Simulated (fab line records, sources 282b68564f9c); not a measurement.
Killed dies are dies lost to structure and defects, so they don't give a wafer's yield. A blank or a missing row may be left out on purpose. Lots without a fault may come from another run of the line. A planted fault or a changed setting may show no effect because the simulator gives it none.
Split-lot experiment | flow rit_cmos | 5 lots, 23 wafers read, on a route of 202 steps

THE SPLIT
At RIT_NWELL_IMPLANT_08, the setting energy_kev was moved away from the recipe's 170 on 11 of the 23 wafers read, by -4.2% to +4.6%. The other wafers ran this setting at the recipe's value.

The reading is taken at the split's own step.

THE READING
implant.drp_nm (the simulator's own value, which no gauge read), in nm, at RIT_NWELL_IMPLANT_08. The file gives no usual value for it.

wafer  | tool, chamber at the split | energy_kev as run | against the recipe | implant.drp_nm, nm | against lot-mates on the recipe
L074.1 | implanter-03, 0            | 177.8             | +4.6%              | 71.18              | +2.36
L074.2 | implanter-03, 0            | 177.8             | +4.6%              | 71.18              | +2.36
L074.5 | implanter-03, 0            | 177.8             | +4.6%              | 71.18              | +2.36
L074.3 | implanter-03, 0            | 170               | recipe             | 68.82              | -
L074.6 | implanter-03, 0            | 170               | recipe             | 68.82              | -
L078.1 | implanter-01, 0            | 177.6             | +4.5%              | 71.12              | +2.30
L078.3 | implanter-01, 0            | 177.6             | +4.5%              | 71.12              | +2.30
L078.4 | implanter-01, 0            | 177.6             | +4.5%              | 71.12              | +2.30
L078.5 | implanter-01, 0            | 170               | recipe             | 68.82              | -
L078.6 | implanter-01, 0            | 170               | recipe             | 68.82              | -
L079.1 | implanter-01, 0            | 170               | recipe             | 68.82              | -
L079.4 | implanter-01, 0            | 170               | recipe             | 68.82              | -
L079.5 | implanter-01, 0            | 170               | recipe             | 68.82              | -
L082.2 | implanter-03, 0            | 162.9             | -4.2%              | 66.7               | -2.12
L082.4 | implanter-03, 0            | 162.9             | -4.2%              | 66.7               | -2.12
L082.3 | implanter-03, 0            | 170               | recipe             | 68.82              | -
L082.5 | implanter-03, 0            | 170               | recipe             | 68.82              | -
L082.6 | implanter-03, 0            | 170               | recipe             | 68.82              | -
L085.1 | implanter-01, 0            | 173.3             | +1.9%              | 69.82              | +1.00
L085.2 | implanter-01, 0            | 173.3             | +1.9%              | 69.82              | +1.00
L085.6 | implanter-01, 0            | 173.3             | +1.9%              | 69.82              | +1.00
L085.3 | implanter-01, 0            | 170               | recipe             | 68.82              | -
L085.4 | implanter-01, 0            | 170               | recipe             | 68.82              | -

THE FIT
A straight line over all 23 wafers: implant.drp_nm changes by +0.512 nm for each +1% of energy_kev; r = +1.00; the points scatter about the line by 0.0064 nm.
The same after taking each lot's own level away (the mean of its wafers on the recipe; 23 wafers): +0.512 nm for each +1%; r = +1.00; scatter 0.0064 nm.
On that fit, the largest move of energy_kev shifts the reading by 2.4 nm.
The lots' own levels span 68.820 to 68.820 nm.
So the lot-to-lot level changes the slope little: the two slopes agree.
Check: with one of the wafers moved furthest among these (+4.6%) left out of the fit, the line predicts +2.36 nm for it against its lot-mates. It came out at +2.36 nm against them.

OTHER SPLITS ON THESE WAFERS
These wafers also went through other splits before the reading. Each is held against what the fit with the lots' levels taken away leaves over:
other split on the same wafers    | wafers away from the commonest value | r with implant.drp_nm (lot level and that fit taken away)
RIT_ACTIVE_OXIDATION_01 temp_c    | 10                                   | -0.14
RIT_ACTIVE_EXPOSE_08 dose_mj      | 8                                    | -0.09
RIT_ACTIVE_ETCH_13 pressure_mtorr | 18                                   | +0.09
RIT_FOX1_OXIDATION_00 ox_time_s   | 15                                   | -0.14
RIT_FOX2_WET_ETCH_03 time_s       | 15                                   | +0.06

THE WHOLE CHAIN: every reading that the file lists as answering this split, in the file's order
step                 | what it does | reading                                                         | change (the file's fit)               | r (the file's)
RIT_NWELL_IMPLANT_08 |              | implant.rp_nm (the simulator's own value, which no gauge read)  | +2.18 nm for each +1% of the setting  | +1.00
RIT_NWELL_IMPLANT_08 |              | implant.drp_nm (the simulator's own value, which no gauge read) | +0.513 nm for each +1% of the setting | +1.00

THE FILE'S OWN FIT
implant.drp_nm changes by +0.513 nm for each +1% of energy_kev, r = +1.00.
